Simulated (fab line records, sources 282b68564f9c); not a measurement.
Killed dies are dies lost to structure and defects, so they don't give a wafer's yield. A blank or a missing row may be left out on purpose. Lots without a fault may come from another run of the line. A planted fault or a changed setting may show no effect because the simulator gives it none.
Which tool did it? | flow rit_cmos | 13 lots, 39 wafers sampled, at 2 steps of a route of 202

WHAT THE GAUGES READ, wafer by wafer
RIT_SPACER_THK_MEAS_04.
lot  | measured    | on            | SPACER_NITRIDE_THK (nm)
L760 | day 3 12:44 | film_metro-01 | 251.7 252.2 250.2
L762 | day 3 15:43 | film_metro-04 | 251.7 251.3 247.8
L763 | day 3 19:58 | film_metro-01 | 250.4 249.1 249.7
L764 | day 4 04:05 | film_metro-03 | 246.9 248.1 248.7
L765 | day 4 04:40 | film_metro-03 | 251.9 250.8 254.1
L766 | day 4 08:30 | film_metro-01 | 362.1 361.3 361.0
L773 | day 5 21:36 | film_metro-04 | 246.8 250.4 247.1
L774 | day 6 03:37 | film_metro-03 | 248.0 249.1 248.5
L776 | day 6 15:31 | film_metro-04 | 248.0 249.7 247.4
L777 | day 6 17:52 | film_metro-03 | 246.8 247.7 247.3
L779 | day 7 02:16 | film_metro-04 | 249.4 248.3 248.3
L781 | day 7 12:37 | film_metro-01 | 251.5 249.1 250.5
L783 | day 7 23:01 | film_metro-01 | 251.2 252.6 249.8

WHICH TOOL RAN EACH LOT (tool, then ch and the chambers of the sampled wafers, then the start)
lot  | RIT_SPACER_CVD_03
L760 | lpcvd-01 ch 1, day 3 10:49
L762 | lpcvd-01 ch 0, day 3 13:47
L763 | lpcvd-01 ch 0, day 3 18:02
L764 | lpcvd-01 ch 0, day 4 02:10
L765 | lpcvd-02 ch 0, day 4 02:44
L766 | lpcvd-01 ch 0, day 4 06:34
L773 | lpcvd-02 ch 0, day 5 19:40
L774 | lpcvd-02 ch 0, day 6 01:41
L776 | lpcvd-02 ch 1, day 6 13:36
L777 | lpcvd-02 ch 0, day 6 15:56
L779 | lpcvd-02 ch 1, day 7 00:20
L781 | lpcvd-02 ch 0, day 7 10:41
L783 | lpcvd-01 ch 0, day 7 21:06
- RIT_SPACER_CVD_03: deposits Si3N4 from SiH2Cl2/NH3, target thk 250 nm, time 3300 s.

WHAT THE TOOLS THEMSELVES READ (means of the sampled wafers that have a number; where no wafer has one, the mark that the record gives instead)
RIT_SPACER_CVD_03.
lot  | tool     | nh3_flow_sccm (sccm) | zone_power_load_pct (%)
L760 | lpcvd-01 | 150.1                | 21.7
L762 | lpcvd-01 | 150.3                | 23.3
L763 | lpcvd-01 | 150.6                | 23.1
L764 | lpcvd-01 | 149.7                | 23.3
L765 | lpcvd-02 | 149.6                | 19.9
L766 | lpcvd-01 | 150.1                | 23.1
L773 | lpcvd-02 | 149.8                | 20.3
L774 | lpcvd-02 | 150.6                | 20.0
L776 | lpcvd-02 | 150.5                | 18.6
L777 | lpcvd-02 | 149.5                | 20.0
L779 | lpcvd-02 | 150.1                | 18.5
L781 | lpcvd-02 | 150.4                | 20.1
L783 | lpcvd-01 | 150.7                | 23.1

THE ANSWER, worked out from the rows above alone
Rule: what is usual is taken from the lots themselves. Put in order of their means at a reading, lots are off if they are a third of the lots or fewer, leave a main group of 4 or more, and stand apart from it by a gap of 3 or more times the standard deviation of the main group's means; of several such gaps the widest counts. A main group whose means are all the same, to the digits that the tables above print for the reading, isn't used. A lot without any number at a reading at which 4 lots or more have one is off too. The other lots that the step has rows for count as sound. The gauges are gone through in route order, then the tools' own readings, and for those a lot's mean is taken as printed above. The first step at which some lot is off is used, and at that step the reading that is off furthest; a lot without a number counts as furthest.
Off: L766, at RIT_SPACER_THK_MEAS_04 (SPACER_NITRIDE_THK). The main group: mean 249.5 nm, standard deviation 1.5.
A tool fits if, at a process step before that reading, it ran every lot that is off, and no sound lot after the first of them. The gauges at RIT_SPACER_THK_MEAS_04 are tried like those tools. None of those tried fits.

WHAT THE SIMULATOR HAD PUT IN
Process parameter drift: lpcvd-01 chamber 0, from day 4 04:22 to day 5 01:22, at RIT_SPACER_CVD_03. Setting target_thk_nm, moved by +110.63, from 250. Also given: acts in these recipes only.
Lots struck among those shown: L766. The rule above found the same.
